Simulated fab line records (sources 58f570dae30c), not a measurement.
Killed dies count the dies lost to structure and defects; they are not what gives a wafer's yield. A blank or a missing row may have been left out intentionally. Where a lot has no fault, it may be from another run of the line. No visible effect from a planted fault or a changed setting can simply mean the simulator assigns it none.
Code-filled problem report in 8D (eight disciplines) form    flow berkeley-cmos170    the parts of the form that need people (team, actions taken, sign-off) are left out

== 1. WHAT WENT WRONG ==
Wafers free of any fault read 2211 (standard deviation 21) for NLDD_TW at UCB170_NLDD_TW_MEAS_11, against a mean of 2087 on 6 wafers of 2 lots. That puts it -5.9 standard deviations away from the usual mean.
First seen on wafer L403.4, day 9 04:15, on film-metro-01. Wafers with a number at this step in the record: 42, from 14 lots. Rule for "out" (also "out of limits"): further than 4 standard deviations from the usual mean. Any other wafer with a number is counted as sound.

== 2. WHAT IT IS; WHAT IT IS NOT ==
question                     is                      is not
which readings at this step  NLDD_TW                 -
which lots                   L403, L408              L393, L394, L395, L396, L397, L398, L399, L402, L409, L412, L414, L415
which wafers of those lots   all that have a number  -
read on which gauges         film-metro-01           film-metro-03, film-metro-04
when                         from day 9 04:15        up to then (24 sound wafers); but 12 sound wafers of L409, L412, L414, L415 came after

== 3. SUSPECTS, AND WHAT RULES EACH OUT ==
Counting: any tool at a process step up to the reading is kept as a suspect provided that every lot that is out went through it and no sound lot did after the first of them.
- the gauge at UCB170_NLDD_TW_MEAS_11: ruled out. All the wafers that are out were read on film-metro-01, but those of them that UCB170_NLDD_IMPLANT_08 has rows for are out there too, on other tools.
- plasma-asher-02 at UCB170_PVT_STRIP_08 (strips in O2): ruled out as a lasting fault. Sound lots L414 ran on it after its first lot that is out, L403 (day 8 11:19).
- implanter-04 at UCB170_NLDD_IMPLANT_08: kept. It ran every lot that is out, first L403 (day 9 03:54), and no sound lot after that; its last sound lot up to then is L397 (day 8 15:08). Its own beam-energy-keV readings are out on those wafers.
Left after counting: implanter-04 at UCB170_NLDD_IMPLANT_08.

== 4. THE CAUSE (what the simulator had put in) ==
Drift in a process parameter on implanter-04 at UCB170_NLDD_IMPLANT_08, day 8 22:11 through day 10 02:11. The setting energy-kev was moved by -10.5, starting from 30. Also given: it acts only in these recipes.
Counting left only this tool.

== 5. THE CHAIN OF EFFECTS, in route order ==
One row per reading whose mean, taken over the struck wafers that have a number, lies over 3 standard deviations from the usual. Only readings for which the record gives a usual standard deviation are gone through. hours: the time from each lot's start at the first step in this table that gives one to its start at this step, as a median over the lots. sigmas: the change in usual standard deviations.
hours  step                    reading          usual   on struck wafers  change   sigmas
0      UCB170_NLDD_IMPLANT_08  beam-energy-keV  29.998  19.496            -10.502  -99 or more
0      UCB170_NLDD_TW_MEAS_11  NLDD_TW          2211    2087              -124     -5.9
Here are the process steps it includes:
- UCB170_NLDD_IMPLANT_08
Later steps that measure or inspect, where all struck wafers having a row at the step show a number for every such reading and not one has moved that far: UCB170_CONTACT_OVL_MEAS_16.

== 6. WHAT WOULD HAVE CAUGHT IT SOONER ==
Counted from the fault's start at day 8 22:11, it took 6 hours until the first out-of-limits reading at a measuring or inspecting step in this record, taken at day 9 04:15.
The tool's own readings at UCB170_NLDD_IMPLANT_08 were out on every struck wafer that the step has a row for (beam-energy-keV): an alarm limit on them would have fired on the first of those.
Lots out: 2; of these, L408 started UCB170_NLDD_IMPLANT_08 on implanter-04 after day 9 04:15. A hold on the tool at that time would have spared it.
